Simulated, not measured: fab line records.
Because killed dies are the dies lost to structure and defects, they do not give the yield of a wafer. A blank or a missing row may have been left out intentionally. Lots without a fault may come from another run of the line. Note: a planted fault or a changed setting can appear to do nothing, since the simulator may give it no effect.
8D (eight disciplines) problem report, filled in by code    flow berkeley_cmos170    the parts of the form that need people (team, actions taken, sign-off) are left out

== 1. WHAT WENT WRONG ==
Mean of bias_w at UCB170_GATE_ETCH_15: 232.5 W across 6 wafers in 2 lots; on wafers with no fault it is 150.0 W (standard deviation 0.47). So: +99 or more standard deviations from the usual mean.
The step: etches poly-Si in HBr/Cl2, stops on SiO2, time 56.3 s, target depth 278.2 nm.
Earliest sighting: wafer L305.1 on rie_si-02 at day 9 00:52. The record holds 42 wafers of 14 lots with a number at this step. The rule behind "out" and "out of limits": a value lying over 4 standard deviations away from the usual mean. All remaining wafers that have a number are taken as sound.

== 2. WHAT IT IS; WHAT IT IS NOT ==
question                     is                      is not
which readings at this step  bias_w                  HBr_flow_sccm, drypump_motor_current_A, oes_product_au, throttle_valve_pct
which lots                   L305, L307              L290, L291, L292, L294, L295, L296, L297, L299, L300, L303, L304, L308
which wafers of those lots   all that have a number  -
read on which tools          rie_si-02               rie_si-01
when                         from day 9 00:52        up to then (33 sound wafers); but 3 sound wafers of L308 came after

== 3. SUSPECTS, AND WHAT RULES EACH OUT ==
Counting: a tool at any process step up to the reading remains a suspect when it ran all the lots that are out and ran no sound lot after the first of those.
- rie_si-02 at UCB170_GATE_ETCH_15 (etches poly-Si in HBr/Cl2, stops on SiO2, time 56.3 s, target depth 278.2 nm): kept. It ran every lot that is out, first L305 (day 9 00:52), and no sound lot after that; its last sound lot up to then is L304 (day 8 14:28). Out on those wafers are its own readings of bias_w.
The count leaves rie_si-02 at UCB170_GATE_ETCH_15.

== 4. THE CAUSE (what the simulator had put in) ==
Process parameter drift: rie_si-02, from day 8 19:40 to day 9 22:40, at UCB170_GATE_ETCH_15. The setting bias_w was moved by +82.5, starting from 150.
The count eliminated every tool but this one.

== 5. THE EFFECT CHAIN, in route order ==
One row per reading whose mean, taken over the struck wafers that have a number, lies over 3 standard deviations from the usual. Only readings for which the record gives a usual standard deviation are gone through. hours: the time from each lot's start at the first step in this table that gives one to its start at this step, as a median over the lots. sigmas: the change in usual standard deviations.
hours  step                 reading  usual    on struck wafers  change  sigmas
0      UCB170_GATE_ETCH_15  bias_w   150.0 W  232.5             +82.5   +99 or more
Here are the process steps it includes:
- UCB170_GATE_ETCH_15: etches poly-Si in HBr/Cl2, stops on SiO2, time 56.3 s, target depth 278.2 nm.

== 6. WHAT WOULD HAVE CAUGHT IT SOONER ==
The fault began at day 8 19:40; the first out-of-limits reading in this record came at day 9 00:52, 5 hours later.
